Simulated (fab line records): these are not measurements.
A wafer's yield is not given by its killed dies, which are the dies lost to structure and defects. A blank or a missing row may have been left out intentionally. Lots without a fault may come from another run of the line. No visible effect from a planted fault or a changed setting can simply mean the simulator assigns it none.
Which tool is to blame? || flow berkeley cmos170 || Sampling: 14 lots, 42 wafers, 3 of 331 route steps

## WHAT THE GAUGES SHOWED, per wafer
UCB170_V1_THK_MEAS_01. Usual: V1_TEOS_THK 1997 nm, standard deviation 29.
{"lot": "L472", "measured": "day 8 11:41", "on": "film metro-02", "V1_TEOS_THK (nm)": "1989 1964 2005", "flag": ""}
{"lot": "L474", "measured": "day 9 06:56", "on": "film metro-02", "V1_TEOS_THK (nm)": "1943 1963 1973", "flag": ""}
{"lot": "L475", "measured": "day 9 06:56", "on": "film metro-03", "V1_TEOS_THK (nm)": "1967 2008 2014", "flag": ""}
{"lot": "L477", "measured": "day 9 17:05", "on": "film metro-01", "V1_TEOS_THK (nm)": "1948 1956 1988", "flag": ""}
{"lot": "L480", "measured": "day 10 05:22", "on": "film metro-01", "V1_TEOS_THK (nm)": "1996 2032 2032", "flag": ""}
{"lot": "L481", "measured": "day 10 06:41", "on": "film metro-01", "V1_TEOS_THK (nm)": "2014 2007 2039", "flag": ""}
{"lot": "L482", "measured": "day 10 21:59", "on": "film metro-03", "V1_TEOS_THK (nm)": "2066 2013 2064", "flag": ""}
{"lot": "L483", "measured": "day 10 23:20", "on": "film metro-02", "V1_TEOS_THK (nm)": "1957 1994 2019", "flag": ""}
{"lot": "L487", "measured": "day 11 05:22", "on": "film metro-03", "V1_TEOS_THK (nm)": "1968 1984 2038", "flag": ""}
{"lot": "L486", "measured": "day 11 06:41", "on": "film metro-03", "V1_TEOS_THK (nm)": "1975 2016 2010", "flag": ""}
{"lot": "L488", "measured": "day 11 06:41", "on": "film metro-01", "V1_TEOS_THK (nm)": "1969 1999 2012", "flag": ""}
{"lot": "L493", "measured": "day 16 02:05", "on": "film metro-02", "V1_TEOS_THK (nm)": "1986 1954 2010", "flag": ""}
{"lot": "L494", "measured": "day 16 02:07", "on": "film metro-03", "V1_TEOS_THK (nm)": "1979 2004 2039", "flag": ""}
{"lot": "L495", "measured": "day 16 02:18", "on": "film metro-01", "V1_TEOS_THK (nm)": "1991 1992 2039", "flag": ""}

UCB170_V1_BOW_MEAS_03. Usual: V1_BOW 18 um, standard deviation 6.6.
{"lot": "L472", "measured": "day 8 12:02", "on": "film metro-03", "V1_BOW (um)": "33 23 23", "flag": ""}
{"lot": "L474", "measured": "day 9 07:17", "on": "film metro-01", "V1_BOW (um)": "11 15 18", "flag": ""}
{"lot": "L475", "measured": "day 9 07:17", "on": "film metro-03", "V1_BOW (um)": "3 23 18", "flag": ""}
{"lot": "L477", "measured": "day 9 17:27", "on": "film metro-03", "V1_BOW (um)": "18 26 15", "flag": ""}
{"lot": "L480", "measured": "day 10 05:45", "on": "film metro-03", "V1_BOW (um)": "5 7 19", "flag": ""}
{"lot": "L481", "measured": "day 10 07:04", "on": "film metro-02", "V1_BOW (um)": "22 21 21", "flag": ""}
{"lot": "L482", "measured": "day 10 22:21", "on": "film metro-01", "V1_BOW (um)": "17 20 27", "flag": ""}
{"lot": "L483", "measured": "day 10 23:43", "on": "film metro-01", "V1_BOW (um)": "7 15 17", "flag": ""}
{"lot": "L487", "measured": "day 11 05:44", "on": "film metro-03", "V1_BOW (um)": "13 17 22", "flag": ""}
{"lot": "L486", "measured": "day 11 07:04", "on": "film metro-01", "V1_BOW (um)": "22 8 12", "flag": ""}
{"lot": "L488", "measured": "day 11 07:22", "on": "film metro-02", "V1_BOW (um)": "20 22 12", "flag": ""}
{"lot": "L493", "measured": "day 16 02:44", "on": "film metro-02", "V1_BOW (um)": "16 21 27", "flag": ""}
{"lot": "L494", "measured": "day 16 02:49", "on": "film metro-01", "V1_BOW (um)": "24 16 13", "flag": ""}
{"lot": "L495", "measured": "day 16 03:02", "on": "film metro-01", "V1_BOW (um)": "14 11 21", "flag": ""}

## EACH LOT AND THE TOOL THAT RAN IT (in order: tool; ch and the chambers of the sampled wafers; start)
{"lot": "L472", "UCB170_V1_CMP_02": "cmp-01 ch 0,1,3, day 8 11:44"}
{"lot": "L474", "UCB170_V1_CMP_02": "cmp-02 ch 0,2,3, day 9 06:59"}
{"lot": "L475", "UCB170_V1_CMP_02": "cmp-01 ch 1,2,3, day 9 07:08"}
{"lot": "L477", "UCB170_V1_CMP_02": "cmp-02 ch 0,3, day 9 17:09"}
{"lot": "L480", "UCB170_V1_CMP_02": "cmp-02 ch 0,3, day 10 05:25"}
{"lot": "L481", "UCB170_V1_CMP_02": "cmp-02 ch 0,2,3, day 10 06:50"}
{"lot": "L482", "UCB170_V1_CMP_02": "cmp-02 ch 0,1,2, day 10 22:03"}
{"lot": "L483", "UCB170_V1_CMP_02": "cmp-02 ch 0,1,2, day 10 23:23"}
{"lot": "L487", "UCB170_V1_CMP_02": "cmp-02 ch 1,2,3, day 11 05:25"}
{"lot": "L486", "UCB170_V1_CMP_02": "cmp-02 ch 0,3, day 11 06:44"}
{"lot": "L488", "UCB170_V1_CMP_02": "cmp-02 ch 0,2,3, day 11 07:08"}
{"lot": "L493", "UCB170_V1_CMP_02": "cmp-01 ch 0,3, day 16 02:26"}
{"lot": "L494", "UCB170_V1_CMP_02": "cmp-02 ch 1,2,3, day 16 02:26"}
{"lot": "L495", "UCB170_V1_CMP_02": "cmp-02 ch 0,1,3, day 16 02:50"}
- UCB170_V1_CMP_02: polishes SiO2.

## AS READ BY THE TOOLS THEMSELVES (means over the sampled wafers that have a number; for cases with no such wafer, the mark the record gives instead)
UCB170_V1_CMP_02. Usual: motor current A at 16.1 A, with a standard deviation of 1.8.
{"lot": "L472", "tool": "cmp-01", "motor current A (A)": 15.9, "flag": ""}
{"lot": "L474", "tool": "cmp-02", "motor current A (A)": 14.6, "flag": ""}
{"lot": "L475", "tool": "cmp-01", "motor current A (A)": 16.0, "flag": ""}
{"lot": "L477", "tool": "cmp-02", "motor current A (A)": 14.8, "flag": ""}
{"lot": "L480", "tool": "cmp-02", "motor current A (A)": 15.1, "flag": ""}
{"lot": "L481", "tool": "cmp-02", "motor current A (A)": 15.1, "flag": ""}
{"lot": "L482", "tool": "cmp-02", "motor current A (A)": 16.1, "flag": ""}
{"lot": "L483", "tool": "cmp-02", "motor current A (A)": 16.0, "flag": ""}
{"lot": "L487", "tool": "cmp-02", "motor current A (A)": 16.6, "flag": ""}
{"lot": "L486", "tool": "cmp-02", "motor current A (A)": 14.8, "flag": ""}
{"lot": "L488", "tool": "cmp-02", "motor current A (A)": 14.9, "flag": ""}
{"lot": "L493", "tool": "cmp-01", "motor current A (A)": 16.1, "flag": ""}
{"lot": "L494", "tool": "cmp-02", "motor current A (A)": 16.4, "flag": ""}
{"lot": "L495", "tool": "cmp-02", "motor current A (A)": 16.5, "flag": ""}

## THE ANSWER, worked out from the rows above alone
Rule: lot off if the mean of its wafers having a number is beyond 3 standard deviations from the usual mean. A lot without any number at a reading at which 4 lots or more have one is off too. Any other lot the step has rows for is counted as sound. Order of review: gauges by route order, followed by the tools' own readings, for which a lot's mean as printed above is used. The first step at which some lot is off is used, and at that step the reading that is off furthest; a lot without a number counts as furthest.
Across all readings shown, no lot is off: no conclusion can be drawn from this.

## WHAT THE SIMULATOR HAD PUT IN
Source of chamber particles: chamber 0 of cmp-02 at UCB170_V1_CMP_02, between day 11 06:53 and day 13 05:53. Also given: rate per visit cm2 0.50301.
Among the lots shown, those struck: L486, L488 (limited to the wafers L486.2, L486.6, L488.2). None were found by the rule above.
